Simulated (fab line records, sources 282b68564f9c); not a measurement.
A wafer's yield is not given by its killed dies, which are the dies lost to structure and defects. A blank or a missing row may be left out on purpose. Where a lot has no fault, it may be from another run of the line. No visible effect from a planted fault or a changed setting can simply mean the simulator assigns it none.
fab line records | flow rit_cmos
record lots=5 | wafers=15 | last_day=7
route steps=202 shown PLDD@122 SPACER@125 NSD@131 PSD@142 SDANNEAL@153 M1@202
lots untouched by any fault: they come from a run of this same line in which no faults occurred
start_h: start of the lot's first displayed wafer, in hours after the record's first day | wait_h: time in hours since the lot's previous step | " unchanged from the row above | L1.1+2: a single row standing in for several wafers | - no value present, or no start provided | * or withheld: withheld | < > ~ a bound
route shown NAME@n: names a module that has steps shown in the file, with the first one's number in the route | usual: mean/standard deviation of fault-free wafers | same: alike in all rows | chamber/n: place in a boat | sites: each site's reading | _std_site: their standard deviation | _edge_site: mean of outer sites minus mean of inner sites | radius_mm: for every site, how far away it sits from the centre of the wafer | mask NAME#n: copy n | behind: the last tool/chamber to shape the wafer | hold: why the lot was held/for how many hours/how that ended | device: whichever transistor did not switch (one of n, p or np) | end of line: the tests these same wafers got at the end of their route | where a step has no rows: the recipe by itself | killed: dies lost to structure and defects at the first sort, not the wafer's yield | map: a wafer's dies, marking killed ones x, the rest . and places with no die _
set.NAME: the run value of the setting; set.NAME@STEP: its run value at that earlier step | model.NAME: the simulator's own value behind a step, which no gauge read
lots at selected steps of the route; one table per step, one row per wafer
services: from which hour (start_h, from the record's first day; less than 0 if before it) a tool's chamber was out of use, for how many hours, and why
## steps
# step RIT_PLDD_IMPLANT_08
# recipe species=BF2 | energy_kev=20 | dose_cm2=9.197e+14 | tilt_deg=7
# step RIT_PLDD_STRIP_09
# recipe chemistry=O2 | time_s=180 | resist=NOVOLAK | platen_temp_c=withheld | power_w=500 | pressure_mtorr=4000 | o2_flow_sccm=4000
# usual drypump_motor_current_A=5.6/0.63
# same time_s=180
lot.wafer | tool            | chamber | start_h | wait_h | drypump_motor_current_A | rf_hours_counter_h
L519.1    | plasma_asher-01 | 0       | 52.22   | 0.1    | 4.9                     | 27
L519.3    | "               | 1       | "       | "      | 6.3                     | -
L519.4    | "               | 0       | "       | "      | 4.9                     | -
L523.1    | plasma_asher-04 | 0       | 72.53   | 0.1    | 5.4                     | 41
L523.3    | "               | 1       | "       | "      | 6.6                     | -
L523.4    | "               | 0       | "       | "      | 5.4                     | -
L527.1    | plasma_asher-01 | 1       | 90.40   | 0.1    | 6.4                     | 31
L527.3    | "               | 1       | "       | "      | 6.4                     | -
L527.4    | "               | 0       | "       | "      | 4.9                     | -
L538.3    | plasma_asher-02 | 0       | 147.62  | 0.1    | 5.4                     | -
L538.5    | "               | 1       | "       | "      | 5.1                     | -
L538.6    | "               | 0       | "       | "      | 5.4                     | -
L541.1    | plasma_asher-04 | 0       | 162.74  | 0.1    | 5.4                     | 52
L541.2    | "               | 1       | "       | "      | 6.6                     | 52
L541.4    | "               | 1       | "       | "      | 6.6                     | -
# step RIT_PLDD_TW_MEAS_10
# usual PLDD_TW=2349/28
lot.wafer | tool          | chamber | start_h | wait_h | PLDD_TW
L519.1    | film_metro-01 | -       | 52.40   | 0.1    | 2371
L519.3    | "             | -       | "       | "      | 2388
L519.4    | "             | -       | "       | "      | 2389
L523.1    | film_metro-01 | -       | 72.71   | 0.1    | 2355
L523.3    | "             | -       | "       | "      | 2365
L523.4    | "             | -       | "       | "      | 2371
L527.1    | film_metro-04 | -       | 90.58   | 0.1    | 2307
L527.3    | "             | -       | "       | "      | 2319
L527.4    | "             | -       | "       | "      | 2297
L538.3    | film_metro-01 | -       | 147.76  | 0.1    | 2347
L538.5    | "             | -       | "       | "      | 2354
L538.6    | "             | -       | "       | "      | 2356
L541.1    | film_metro-01 | -       | 162.91  | 0.1    | 2356
L541.2    | "             | -       | "       | "      | 2361
L541.4    | "             | -       | "       | "      | 2355
# step RIT_SPACER_CLEAN_00
# recipe chemistry=SC1 | mix=3:3:50 | time_s=600 | temp_c=75
# step RIT_SPACER_CLEAN_01
# recipe chemistry=dHF | dilution=50:1 | time_s=30
# step RIT_SPACER_CLEAN_02
# recipe chemistry=SC2 | mix=3:3:50 | time_s=600 | temp_c=75 | dry=n2_spin
# step RIT_SPACER_CVD_03
# recipe material=Si3N4 | target_thk_nm=250 | temp_c=810 | precursor=SiH2Cl2/NH3 | time_s=3300 | pressure_mtorr=300 | sih2cl2_flow_sccm=60 | nh3_flow_sccm=150
# step RIT_SPACER_THK_MEAS_04
# recipe reads=Si3N4_of_SPACER_CVD_03
# usual SPACER_NITRIDE_THK=250.9/2.3
lot.wafer | tool          | chamber | start_h | wait_h | SPACER_NITRIDE_THK[nm]
L519.1    | film_metro-02 | -       | 54.77   | 0.0    | 249.8
L519.3    | "             | -       | "       | "      | 248.9
L519.4    | "             | -       | "       | "      | 246.4
L523.1    | film_metro-03 | -       | 75.05   | 0.0    | 251.3
L523.3    | "             | -       | "       | "      | 250.7
L523.4    | "             | -       | "       | "      | 252.2
L527.1    | film_metro-03 | -       | 93.28   | 0.0    | 249.0
L527.3    | "             | -       | "       | "      | 253.0
L527.4    | "             | -       | "       | "      | 250.0
L538.3    | film_metro-03 | -       | 150.10  | 0.0    | 250.5
L538.5    | "             | -       | "       | "      | 253.0
L538.6    | "             | -       | "       | "      | 252.1
L541.1    | film_metro-03 | -       | 165.29  | 0.0    | 248.2
L541.2    | "             | -       | "       | "      | 248.2
L541.4    | "             | -       | "       | "      | 247.7
# step RIT_SPACER_ETCHBACK_05
# recipe target_depth_a=2500 | SF6_flow_sccm=30 | CHF3_flow_sccm=30 | target=Si3N4 | chemistry=SF6/CHF3 | pressure_mtorr=40 | rf_w=250 | time_s=240 | stop_on=SiO2
# usual drypump_motor_current_A=5.7/0.43 | oes_product_au=0.838/0.015 | throttle_valve_pct=10.29/0.16
# same time_s=240
lot.wafer | tool        | chamber | start_h | wait_h | drypump_motor_current_A | oes_product_au | rf_hours_counter_h | throttle_valve_pct
L519.1    | rie_diel-03 | 2       | 54.83   | 0.1    | 6.4                     | 0.824          | 39                 | 9.99
L519.3    | "           | 1       | "       | "      | 5.4                     | 0.861          | 157                | 10.19
L519.4    | "           | 0       | "       | "      | 5.9                     | 0.831          | 133                | 10.42
L523.1    | rie_diel-03 | 2       | 75.11   | 0.1    | 6.4                     | 0.829          | 39                 | 9.97
L523.3    | "           | 3       | "       | "      | 6.3                     | 0.836          | 30                 | 10.39
L523.4    | "           | 0       | "       | "      | 6.0                     | 0.845          | 134                | 10.41
L527.1    | rie_diel-04 | 3       | 93.34   | 0.1    | 5.4                     | 0.841          | 19                 | 10.34
L527.3    | "           | 1       | "       | "      | 5.6                     | 0.851          | 89                 | 10.29
L527.4    | "           | 0       | "       | "      | 5.8                     | 0.830          | 5                  | 10.44
L538.3    | rie_diel-01 | 3       | 150.22  | 0.1    | 5.7                     | 0.832          | -                  | 10.41
L538.5    | "           | 0       | "       | "      | 4.9                     | 0.829          | -                  | 10.51
L538.6    | "           | 3       | "       | "      | 5.7                     | 0.834          | -                  | 10.40
L541.1    | rie_diel-01 | 0       | 165.35  | 0.1    | 4.9                     | 0.808          | 119                | 10.49
L541.2    | "           | 3       | "       | "      | 5.7                     | 0.830          | 111                | 10.39
L541.4    | "           | 3       | "       | "      | 5.7                     | 0.822          | -                  | 10.42
# step RIT_NSD_HMDS_00
# recipe prime_time_s=60 | prime_temp_c=140
# step RIT_NSD_COAT_01
# recipe resist=NOVOLAK | spin_rpm=3250 | resist_thk_nm=1000
# step RIT_NSD_SOFTBAKE_02
# recipe resist=NOVOLAK | temp_c=90 | time_s=60
# step RIT_NSD_EXPOSE_03
# recipe mask_id=M9 | na=0.57 | target_cd_nm=40700 | dose_mj=250
lot.wafer  | tool             | chamber | start_h | wait_h | mask
L519.1+3+4 | iline_stepper-02 | 0       | 55.56   | 0.2    | M9#0
L523.1+3+4 | iline_stepper-01 | 0       | 75.84   | 0.2    | M9#0
L527.1+3+4 | iline_stepper-01 | 0       | 94.06   | 0.2    | M10#0
L538.3+5+6 | iline_stepper-01 | 0       | 150.98  | 0.2    | M9#0
L541.1+2+4 | iline_stepper-02 | 0       | 165.95  | 0.1    | M9#0
# step RIT_NSD_PEB_04
# recipe resist=NOVOLAK | temp_c=withheld | time_s=withheld
# step RIT_NSD_DEVELOP_05
# recipe resist=NOVOLAK | develop_time_s=50 | dev_temp_c=23
# step RIT_NSD_OVL_MEAS_06
# usual NSD_OVL=0.5/1.5
lot.wafer | tool       | chamber | start_h | wait_h | NSD_OVL[nm]
L519.1    | overlay-01 | -       | 55.96   | -      | 0.5
L519.3    | "          | -       | "       | "      | -0.1
L519.4    | "          | -       | "       | "      | -1.9
L523.1    | overlay-01 | -       | 76.23   | -      | 1.4
L523.3    | "          | -       | "       | "      | 0.0
L523.4    | "          | -       | "       | "      | 1.6
L527.1    | overlay-02 | -       | 94.46   | -      | -
L527.3    | "          | -       | "       | "      | -
L527.4    | "          | -       | "       | "      | -
L538.3    | overlay-01 | -       | 151.35  | -      | 0.9
L538.5    | "          | -       | "       | "      | -1.8
L538.6    | "          | -       | "       | "      | -0.6
L541.1    | overlay-02 | -       | 166.35  | -      | 0.5
L541.2    | "          | -       | "       | "      | 0.5
L541.4    | "          | -       | "       | "      | 0.0
# step RIT_NSD_HARDBAKE_07
# recipe resist=NOVOLAK | temp_c=140 | time_s=60
# step RIT_NSD_IMPLANT_08
# recipe species=P | energy_kev=25 | dose_cm2=1e+15 | tilt_deg=7
# step RIT_NSD_STRIP_09
# recipe chemistry=O2 | time_s=180 | resist=NOVOLAK | platen_temp_c=withheld | power_w=500 | pressure_mtorr=4000 | o2_flow_sccm=4000
# usual drypump_motor_current_A=5.5/0.45
# same time_s=180
lot.wafer | tool            | chamber | start_h | wait_h | drypump_motor_current_A | rf_hours_counter_h
L519.1    | plasma_asher-03 | 1       | 56.29   | 0.1    | 5.5                     | 40
L519.3    | "               | 0       | "       | "      | 5.3                     | -
L519.4    | "               | 1       | "       | "      | 5.5                     | -
L523.1    | plasma_asher-04 | 1       | 76.57   | 0.1    | 6.7                     | 42
L523.3    | "               | 0       | "       | "      | 5.4                     | -
L523.4    | "               | 1       | "       | "      | 6.7                     | -
L527.1    | plasma_asher-04 | 0       | 94.80   | 0.1    | 5.4                     | 44
L527.3    | "               | 1       | "       | "      | 6.6                     | -
L527.4    | "               | 0       | "       | "      | 5.4                     | -
L538.3    | plasma_asher-03 | 0       | 151.74  | 0.1    | 5.3                     | -
L538.5    | "               | 0       | "       | "      | 5.4                     | -
L538.6    | "               | 1       | "       | "      | 5.5                     | -
L541.1    | plasma_asher-03 | 0       | 166.69  | 0.1    | 5.3                     | 5
L541.2    | "               | 1       | "       | "      | 5.5                     | 5
L541.4    | "               | 0       | "       | "      | 5.3                     | -
# step RIT_NSD_TW_MEAS_10
# usual NSD_TW=3099/37
lot.wafer | tool          | chamber | start_h | wait_h | NSD_TW
L519.1    | film_metro-01 | -       | 56.47   | 0.1    | 3143
L519.3    | "             | -       | "       | "      | 3135
L519.4    | "             | -       | "       | "      | 3145
L523.1    | film_metro-01 | -       | 76.75   | 0.1    | 3112
L523.3    | "             | -       | "       | "      | 3144
L523.4    | "             | -       | "       | "      | 3142
L527.1    | film_metro-01 | -       | 94.98   | 0.1    | 30
L527.3    | "             | -       | "       | "      | 30
L527.4    | "             | -       | "       | "      | 30
L538.3    | film_metro-01 | -       | 151.87  | 0.1    | 3118
L538.5    | "             | -       | "       | "      | 3110
L538.6    | "             | -       | "       | "      | 3106
L541.1    | film_metro-04 | -       | 166.86  | 0.1    | 3055
L541.2    | "             | -       | "       | "      | 3044
L541.4    | "             | -       | "       | "      | 3044
# step RIT_PSD_HMDS_00
# recipe prime_time_s=60 | prime_temp_c=140
# step RIT_PSD_COAT_01
# recipe resist=NOVOLAK | spin_rpm=3299 | resist_thk_nm=1000
# step RIT_PSD_SOFTBAKE_02
# recipe resist=NOVOLAK | temp_c=90 | time_s=60
# step RIT_PSD_EXPOSE_03
# recipe mask_id=M10 | na=0.57 | target_cd_nm=40900 | dose_mj=250
# step RIT_PSD_PEB_04
# recipe resist=NOVOLAK | temp_c=withheld | time_s=withheld
# step RIT_PSD_DEVELOP_05
# recipe resist=NOVOLAK | develop_time_s=50 | dev_temp_c=23
# step RIT_PSD_OVL_MEAS_06
# usual PSD_OVL=0.5/1.4
lot.wafer | tool       | chamber | start_h | wait_h | PSD_OVL[nm]
L519.1    | overlay-02 | -       | 57.50   | -      | -0.3
L519.3    | "          | -       | "       | "      | -0.6
L519.4    | "          | -       | "       | "      | -1.5
L523.1    | overlay-02 | -       | 77.78   | -      | 0.7
L523.3    | "          | -       | "       | "      | 0.4
L523.4    | "          | -       | "       | "      | 2.0
L527.1    | overlay-01 | -       | 96.01   | -      | 1.3
L527.3    | "          | -       | "       | "      | 1.7
L527.4    | "          | -       | "       | "      | 1.3
L538.3    | overlay-02 | -       | 152.90  | -      | 0.4
L538.5    | "          | -       | "       | "      | 0.9
L538.6    | "          | -       | "       | "      | -1.8
L541.1    | overlay-02 | -       | 167.77  | -      | -0.2
L541.2    | "          | -       | "       | "      | 1.3
L541.4    | "          | -       | "       | "      | 1.3
# step RIT_PSD_HARDBAKE_07
# recipe resist=NOVOLAK | temp_c=140 | time_s=60
# step RIT_PSD_IMPLANT_08
# recipe species=BF2 | energy_kev=27 | dose_cm2=5.122e+15 | tilt_deg=7
# step RIT_PSD_STRIP_09
# recipe chemistry=O2 | time_s=180 | resist=NOVOLAK | platen_temp_c=withheld | power_w=500 | pressure_mtorr=4000 | o2_flow_sccm=4000
# usual drypump_motor_current_A=5.5/0.58
# same time_s=180
lot.wafer | tool            | chamber | start_h | wait_h | drypump_motor_current_A | rf_hours_counter_h
L519.1    | plasma_asher-03 | 1       | 57.84   | 0.1    | 5.5                     | 41
L519.3    | "               | 0       | "       | "      | 5.3                     | -
L519.4    | "               | 1       | "       | "      | 5.5                     | -
L523.1    | plasma_asher-01 | 1       | 78.12   | 0.1    | 6.4                     | 30
L523.3    | "               | 1       | "       | "      | 6.4                     | -
L523.4    | "               | 0       | "       | "      | 4.9                     | -
L527.1    | plasma_asher-02 | 0       | 96.35   | 0.1    | 5.4                     | 45
L527.3    | "               | 0       | "       | "      | 5.4                     | -
L527.4    | "               | 1       | "       | "      | 5.1                     | -
L538.3    | plasma_asher-03 | 1       | 153.39  | 0.1    | 5.5                     | -
L538.5    | "               | 1       | "       | "      | 5.5                     | -
L538.6    | "               | 0       | "       | "      | 5.3                     | -
L541.1    | plasma_asher-01 | 0       | 168.11  | 0.1    | 4.9                     | 40
L541.2    | "               | 1       | "       | "      | 6.4                     | 40
L541.4    | "               | 1       | "       | "      | 6.4                     | -
# step RIT_PSD_TW_MEAS_10
# usual PSD_TW=3397/46
lot.wafer | tool          | chamber | start_h | wait_h | PSD_TW
L519.1    | film_metro-04 | -       | 58.01   | 0.1    | 3343
L519.3    | "             | -       | "       | "      | 3356
L519.4    | "             | -       | "       | "      | 3356
L523.1    | film_metro-04 | -       | 78.29   | 0.1    | 3366
L523.3    | "             | -       | "       | "      | 3359
L523.4    | "             | -       | "       | "      | 3363
L527.1    | film_metro-02 | -       | 96.52   | 0.1    | 3614
L527.3    | "             | -       | "       | "      | 3633
L527.4    | "             | -       | "       | "      | 3622
L538.3    | film_metro-04 | -       | 153.53  | 0.1    | 3372
L538.5    | "             | -       | "       | "      | 3364
L538.6    | "             | -       | "       | "      | 3354
L541.1    | film_metro-01 | -       | 168.28  | 0.1    | 3453
L541.2    | "             | -       | "       | "      | 3470
L541.4    | "             | -       | "       | "      | 3462
# step RIT_SDANNEAL_CLEAN_00
# recipe chemistry=SC1 | mix=3:3:50 | time_s=600 | temp_c=75
# step RIT_M1_PROBE_99
# usual killed_at_M0_to_M3=0.0/0.2 | killed_at_front_end=6/3.1 | killed_dies=6/3.1 | killed_on_rim=1.6/1.4 | killed_open=2.9/2 | killed_short=3.3/2
# same gross_dies=264 | killed_at_M4_up=0 | killed_at_back_side=0 | killed_at_contacts=0 | killed_at_other=0
lot.wafer | tool      | chamber | start_h | wait_h | killed_at_M0_to_M3 | killed_at_front_end | killed_dies | killed_on_rim | killed_open | killed_short
L523.1    | prober-01 | -       | 86.03   | 0.1    | 0                  | 5                   | 5           | 0             | 1           | 4
L523.3    | prober-01 | -       | 86.13   | 0.2    | 0                  | 8                   | 8           | 3             | 4           | 4
L523.4    | prober-01 | -       | 86.18   | 0.2    | 2                  | 2                   | 4           | 0             | 0           | 2
L527.1    | prober-01 | -       | 105.46  | 0.1    | 0                  | 264                 | 264         | 70            | 5           | 4
L527.3    | prober-01 | -       | 105.56  | 0.2    | 0                  | 264                 | 264         | 70            | 1           | 5
L527.4    | prober-01 | -       | 105.61  | 0.2    | 0                  | 264                 | 264         | 70            | 1           | 4
L538.3    | prober-02 | -       | 161.87  | 0.2    | 0                  | 11                  | 11          | 2             | 7           | 4
L538.5    | prober-02 | -       | 161.97  | 0.2    | 0                  | 9                   | 9           | 1             | 5           | 4
L538.6    | prober-02 | -       | 162.02  | 0.2    | 0                  | 9                   | 9           | 3             | 3           | 6
# killed by level:class
L523.1 SPACER:geometric_particle:short=3 GATE:geometric_particle:open=1 GATE:geometric_particle:short=1
L523.3 GATE:geometric_particle:short=4 GATE:geometric_particle:open=3 SPACER:geometric_particle:open=1
L523.4 M1:coat_microbubble_printed=2 GATE:geometric_particle:short=1 SILICIDE:geometric_particle:short=1
L527.1 NSD:area_expose=255 GATE:geometric_particle:short=3 GATE:geometric_particle:open=2 FOX1:geometric_particle:open=1 FOX2:geometric_particle:open=1 REOX:geometric_particle:short=1 SPACER:geometric_particle:open=1
L527.3 NSD:area_expose=258 SPACER:geometric_particle:short=2 FOX2:geometric_particle:short=1 FOX2:geometric_particle:open=1 GATE:geometric_particle:short=1 REOX:geometric_particle:short=1
L527.4 NSD:area_expose=259 REOX:geometric_particle:short=2 FOX1:geometric_particle:short=1 GATE:geometric_particle:open=1 SPACER:geometric_particle:short=1
L538.3 FOX1:geometric_particle:open=2 GATE:geometric_particle:open=2 SILICIDE:geometric_particle:open=2 FOX1:geometric_particle:short=1 GATE:geometric_particle:short=1 REOX:geometric_particle:open=1 REOX:geometric_particle:short=1 SILICIDE:geometric_particle:short=1
L538.5 FOX1:geometric_particle:open=2 GATE:geometric_particle:open=2 REOX:geometric_particle:short=2 GATE:geometric_particle:short=1 SPACER:geometric_particle:open=1 SILICIDE:geometric_particle:short=1
L538.6 GATE:geometric_particle:short=3 REOX:geometric_particle:open=2 FOX1:geometric_particle:short=1 GATE:geometric_particle:open=1 SPACER:geometric_particle:short=1 SILICIDE:geometric_particle:short=1
# map L527.1 (x killed, . not)
________xxxxxxx_______
_____xxxxxxxxxxxxx____
____xxxxxxxxxxxxxxx___
___xxxxxxxxxxxxxxxxx__
__xxxxxxxxxxxxxxxxxxx_
__xxxxxxxxxxxxxxxxxxx_
_xxxxxxxxxxxxxxxxxxxxx
_xxxxxxxxxxxxxxxxxxxxx
_xxxxxxxxxxxxxxxxxxxxx
_xxxxxxxxxxxxxxxxxxxxx
__xxxxxxxxxxxxxxxxxxx_
__xxxxxxxxxxxxxxxxxxx_
___xxxxxxxxxxxxxxxxx__
____xxxxxxxxxxxxxxx___
_____xxxxxxxxxxxxx____
________xxxxxxx_______
# map L523.3 (x killed, . not)
________...x..._______
_____..x..........____
____.........x.....___
___.................__
__................x.._
__..............x...._
_.....................
_.....................
_.....................
_.....................
__..................._
__..................._
___..........x......__
____......x........___
_____x............____
________......._______
## services
tool             | chamber | start_h | hours | kind
iline_stepper-02 | -       | 30.82   | 2.1   | pm
iline_stepper-02 | -       | 32.91   | -     | consumable_replace:lamp
rie_diel-01      | 0       | 35.94   | 40.7  | repair
plasma_asher-02  | -       | 71.80   | 14.6  | pm
rie_diel-01      | 1       | 86.71   | -     | clean
rie_diel-01      | 1       | 86.71   | -     | consumable_replace:esc
rie_diel-01      | 1       | 86.71   | 20.6  | scheduled_down
rie_diel-01      | 1       | 86.71   | 20.6  | vent_cycle
plasma_asher-03  | -       | 88.64   | 1.2   | repair
iline_stepper-01 | -       | 101.83  | 2.6   | repair
iline_stepper-02 | -       | 104.42  | 1.7   | pm
rie_diel-03      | 1       | 107.85  | -     | clean
rie_diel-03      | 1       | 107.85  | 16.0  | scheduled_down
rie_diel-03      | 1       | 107.85  | 16.0  | vent_cycle
plasma_asher-03  | -       | 108.75  | 9.0   | pm
plasma_asher-03  | 0       | 108.75  | 9.0   | vent_cycle
plasma_asher-03  | 1       | 108.75  | 9.0   | vent_cycle
rie_diel-01      | 2       | 114.80  | 1.8   | repair
plasma_asher-03  | 0       | 117.75  | -     | clean
plasma_asher-03  | 1       | 117.75  | -     | clean
iline_stepper-01 | -       | 122.23  | 1.7   | pm
rie_diel-01      | 2       | 144.00  | -     | clean
rie_diel-01      | 1       | 149.95  | 4.8   | repair
rie_diel-03      | 2       | 150.53  | 4.3   | repair
## key
first_sign step=RIT_NSD_EXPOSE_03 | reading=mask | direction=changed
effect step=RIT_NSD_OVL_MEAS_06 | reading=NSD_OVL | direction=missing
effect step=RIT_NSD_TW_MEAS_10 | reading=NSD_TW | direction=down | sigmas=82 | usual=3099 | struck=30
effect step=RIT_PSD_TW_MEAS_10 | reading=PSD_TW | direction=up | sigmas=5 | usual=3397 | struck=3623
effect step=RIT_M1_PROBE_99 | reading=killed_dies | direction=up | sigmas=84 | usual=6 | struck=264
more_kills_born_at RIT_NSD_EXPOSE_03@iline_stepper-01=772
met_at RIT_NSD_EXPOSE_03
struck_wafers L527.1,L527.3,L527.4
tester_left_out L527
onset_between 75.84 94.06
fault kind=wrong_mask | tool=any | chamber=- | onset_h=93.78 | steps=RIT_NSD_EXPOSE_03 | aux_copy=M10#0 | scope=struck_lots_only
# tester_left_out: of these lots the tester's yield and bins aren't shown, on N5 and GAA mostly nor the transistor test; their killed dies are dies lost to structure and defects alone, not to doping, threshold or leakage, so they don't give the yield
